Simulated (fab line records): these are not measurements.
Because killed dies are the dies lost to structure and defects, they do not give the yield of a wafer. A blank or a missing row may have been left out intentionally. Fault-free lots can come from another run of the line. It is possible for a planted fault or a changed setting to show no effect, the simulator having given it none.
Split-lot experiment    flow rit cmos    on a route of 202 steps: 5 lots, 23 wafers read

ABOUT THE SPLIT
At RIT_ACTIVE_CVD_03 (deposits Si3N4 from SiH2Cl2/NH3, target thk 150 nm, time 1500 s), the setting time s was moved away from the recipe's 1500 s on 20 of the 23 wafers read, by -13.9% to +8.1%. The other wafers ran this setting at the recipe's value.

Between the split and the reading, the file records no step.

THE READING
ACTIVE_NITRIDE_THK in nanometres, read at RIT_ACTIVE_THK_MEAS_04. Typical for fault-free wafers on this fab line: 150.2 nm, with standard deviation 1.3 nm.

wafer   tool, chamber at the split  time s as run, s  against the recipe  ACTIVE_NITRIDE_THK, nm  against lot-mates on the recipe
L074.1  -, -                        1292              -13.9%              128.4                   no lot-mate on the recipe
L074.2  -, -                        1292              -13.9%              130.3                   no lot-mate on the recipe
L074.3  -, -                        1292              -13.9%              129.8                   no lot-mate on the recipe
L074.4  -, -                        1292              -13.9%              130.0                   no lot-mate on the recipe
L074.6  -, -                        1292              -13.9%              128.9                   no lot-mate on the recipe
L079.1  lpcvd-01, 1                 1500              recipe              151.2                   -
L079.2  lpcvd-01, 1                 1500              recipe              152.2                   -
L079.3  lpcvd-01, 1                 1500              recipe              149.8                   -
L080.1  -, -                        1416              -5.6%               144.0                   no lot-mate on the recipe
L080.2  -, -                        1416              -5.6%               143.7                   no lot-mate on the recipe
L080.3  -, -                        1416              -5.6%               144.2                   no lot-mate on the recipe
L080.4  -, -                        1416              -5.6%               144.0                   no lot-mate on the recipe
L080.6  -, -                        1416              -5.6%               142.9                   no lot-mate on the recipe
L081.2  -, -                        1399              -6.7%               141.2                   no lot-mate on the recipe
L081.3  -, -                        1399              -6.7%               140.8                   no lot-mate on the recipe
L081.4  -, -                        1399              -6.7%               140.9                   no lot-mate on the recipe
L081.5  -, -                        1399              -6.7%               141.2                   no lot-mate on the recipe
L081.6  -, -                        1399              -6.7%               140.9                   no lot-mate on the recipe
L082.1  -, -                        1621              +8.1%               162.5                   no lot-mate on the recipe
L082.2  -, -                        1621              +8.1%               161.4                   no lot-mate on the recipe
L082.4  -, -                        1621              +8.1%               162.9                   no lot-mate on the recipe
L082.5  -, -                        1621              +8.1%               162.4                   no lot-mate on the recipe
L082.6  -, -                        1621              +8.1%               162.7                   no lot-mate on the recipe

THE FIT
A straight line over all 23 wafers: ACTIVE_NITRIDE_THK changes by +1.49 nm for each +1% of time s; r = +1.00; the points scatter about the line by 0.97 nm.
Too few moved wafers with a lot-mate on the recipe to fit a line net of each lot's own level.

THE WHOLE CHAIN: every reading that the file lists as answering this split, in the file's order
step                    what it does                                                         reading                                                                         change (the file's fit)               r (the file's)
RIT_ACTIVE_CVD_03       deposits Si3N4 from SiH2Cl2/NH3, target thk 150 nm, time 1500 s      Si3N4_of_ACTIVE_CVD_03.thk nm (the simulator's own value, which no gauge read)  +1.49 nm for each +1% of the setting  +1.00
RIT_ACTIVE_THK_MEAS_04                                                                       ACTIVE_NITRIDE_THK                                                              +1.49 for each +1% of the setting     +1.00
RIT_ACTIVE_ETCH_13      etches Si3N4 in SF6, stops on SiO2, time 210 s, target depth 210 nm  ACTIVE.feature depth nm (the simulator's own value, which no gauge read)        +1.49 nm for each +1% of the setting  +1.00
RIT_ACTIVE_ETCH_13      etches Si3N4 in SF6, stops on SiO2, time 210 s, target depth 210 nm  etch.depth nm (the simulator's own value, which no gauge read)                  +1.49 nm for each +1% of the setting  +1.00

FILE'S OWN FIT
ACTIVE_NITRIDE_THK changes by +1.49 nm for each +1% of time s, r = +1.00.
